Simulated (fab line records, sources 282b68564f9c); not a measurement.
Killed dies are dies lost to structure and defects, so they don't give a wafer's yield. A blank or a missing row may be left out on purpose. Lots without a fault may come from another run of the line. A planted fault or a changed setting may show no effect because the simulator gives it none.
Problem report in the 8D (eight disciplines) form, filled by code | flow rit_cmos | the parts of the form that need people (team, actions taken, sign-off) are left out

1. THE PROBLEM
GATE_POLY_THK at RIT_GATE_THK_MEAS_09 reads a mean of 153.4 nm on 6 wafers of 2 lots; wafers without a fault read 250.9 nm with a standard deviation of 2.4. That is -41 standard deviations from the usual mean.
First seen on wafer L679.1, day 3 20:16, on film_metro-03. The record holds 42 wafers of 14 lots with a number at this step. Rule for "out", or "out of limits": more than 4 standard deviations from the usual mean. The other wafers with a number count as sound.

2. WHAT IT IS AND WHAT IT IS NOT
question                    | is                           | is not
which readings at this step | GATE_POLY_THK                | -
which lots                  | L679, L682                   | L674, L675, L678, L680, L681, L687, L689, L690, L693, L694, L695, L696
which wafers of those lots  | all that have a number       | -
read on which gauges        | film_metro-03, film_metro-04 | film_metro-02
when                        | from day 3 20:16             | up to then (9 sound wafers); but 27 sound wafers of L680, L681, L687, L689, L690, L693, L694, L695, L696 came after

3. SUSPECTS, AND WHAT RULES EACH OUT
Counting: a tool at a process step up to the reading stays a suspect if it ran every lot that is out and no sound lot after the first of them.
- the gauge at RIT_GATE_THK_MEAS_09: ruled out. The wafers that are out were read on 2 gauges (film_metro-03, film_metro-04).
- lpcvd-01 at RIT_GATE_CVD_08 (deposits poly-Si from SiH4, target thk 250 nm, time 2220 s): ruled out as a lasting fault. Sound lots L693, L696 ran on it after its first lot that is out, L679 (day 3 17:50).
Left after counting: nothing in the record.

4. THE CAUSE (what the simulator had put in)
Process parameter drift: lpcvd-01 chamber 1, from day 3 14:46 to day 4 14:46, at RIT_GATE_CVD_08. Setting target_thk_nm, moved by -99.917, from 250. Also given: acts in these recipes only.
Counting ruled it out, wrongly: the rule takes a fault to strike every lot that its tool runs from its start on, and this one did not.

5. THE CHAIN OF EFFECTS, in route order
Each row: a reading whose mean over the struck wafers that have a number lies more than 3 standard deviations from the usual. Only readings for which the record gives a usual standard deviation are gone through. hours: the time from each lot's start at the first step in this table that gives one to its start at this step, as a median over the lots. sigmas: the change in usual standard deviations.
hours | step                 | reading        | usual      | on struck wafers | change | sigmas
0     | RIT_GATE_THK_MEAS_09 | GATE_POLY_THK  | 250.9 nm   | 153.4            | -97.5  | -41
1     | RIT_GATE_ETCH_19     | oes_product_au | 0.856 a.u. | 0.622            | -0.234 | -20
The process steps in it:
- RIT_GATE_ETCH_19: etches poly-Si in SF6/CHF3/O2, stops on SiO2, time 165 s, target depth 312.5 nm.

6. WHAT WOULD HAVE CAUGHT IT SOONER
In this record the first reading out of limits at a measuring or inspecting step was taken at day 3 20:16, 5 hours after the fault began at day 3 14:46.
